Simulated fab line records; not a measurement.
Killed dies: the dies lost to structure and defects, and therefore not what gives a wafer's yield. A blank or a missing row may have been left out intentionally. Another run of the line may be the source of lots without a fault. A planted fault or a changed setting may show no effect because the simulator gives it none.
Struck lot and sound lot, side by side | flow rit cmos | 14 out of 202 route steps
Sound: these wafers, L257.1, L257.3, L257.6. Wafers struck: L248.2, L248.4, L248.5. The cause comes at the end.
At each step with rows: each side's tool, then ch and its chambers, then its first start. Under that, the readings that differ: sound wafers | struck wafers | difference of the means | sigmas: that difference in standard deviations of wafers without a fault.
alike: readings whose means differ by less than 2 such deviations, and words and numbers that are the same on both sides. not compared: withheld readings, readings that some wafer has no value for, bounds like >300 that may hide the same value, and numbers for which the record gives no deviation and whose values overlap.
The two part at a step that has a row with sigmas, a row that says differs or no value, or rows on one side only. Numbers that have no deviation but don't overlap get no sigmas and don't part them. A reading missing from all wafers of one side parts the sides only when that side holds two or more wafers.

RIT_GATE_STRIP_20: strips in O2, time 180 s.
  sound on plasma asher-02 ch 0,1, day 6 12:11; struck on plasma asher-02 ch 0,1, day 4 16:44
  alike: drypump motor current A
  not compared: rf hours counter h
RIT_GATE_CD_MEAS_90 targets a cd of 150 nm.
  sound on cd sem-01 at day 6 12:22; struck on cd sem-01 at day 4 16:56
  alike: cd nm
then, 4 steps without rows for these wafers: RIT_REOX_CLEAN_00 (cleans in SC1, time 600 s); RIT_REOX_CLEAN_01 (cleans in dHF, time 30 s); RIT_REOX_CLEAN_02 (cleans in SC2, time 600 s); RIT_REOX_OXIDATION_03 (target thk 25.2 nm, ox time 5580 s).
RIT_REOX_THK_MEAS_04:
  sound on film metro-03 at day 6 15:29; struck on film metro-02 at day 4 19:58
  alike: REOX_OXIDE_THK
then, 5 steps without rows for these wafers: RIT_NLDD_HMDS_00 (prime time 60 s); RIT_NLDD_COAT_01 (resist thk 1000 nm); RIT_NLDD_SOFTBAKE_02 (time 60 s); RIT_NLDD_EXPOSE_03 (exposes mask M7, target cd 40700 nm); RIT_NLDD_PEB_04.
RIT_NLDD_DEVELOP_05: develop time 50 s.
  struck on litho track-04, day 4 20:00; sound on litho track-01 ch 0, day 6 16:00
  no value came back on the struck wafers for chill plate temp C (C), develop time s (s); on the sound wafers chill plate temp C (C) reads 23.05 23.03 23.10
RIT_NLDD_OVL_MEAS_06:
  sound on overlay-02 at day 6 16:28; struck on overlay-01 at day 4 20:52
  reading       | sound          | struck | difference                    | sigmas
  NLDD_OVL (nm) | -2.1 -1.2 -0.9 | - - -  | no value on the struck wafers |

== WHERE THEY PART ==
Earliest at RIT_NLDD_DEVELOP_05; latest, in this record, at RIT_NLDD_OVL_MEAS_06.

WHY: what the simulator had put in
At RIT_NLDD_DEVELOP_05, the step was skipped entirely on litho track-04 from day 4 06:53 on. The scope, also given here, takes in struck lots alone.
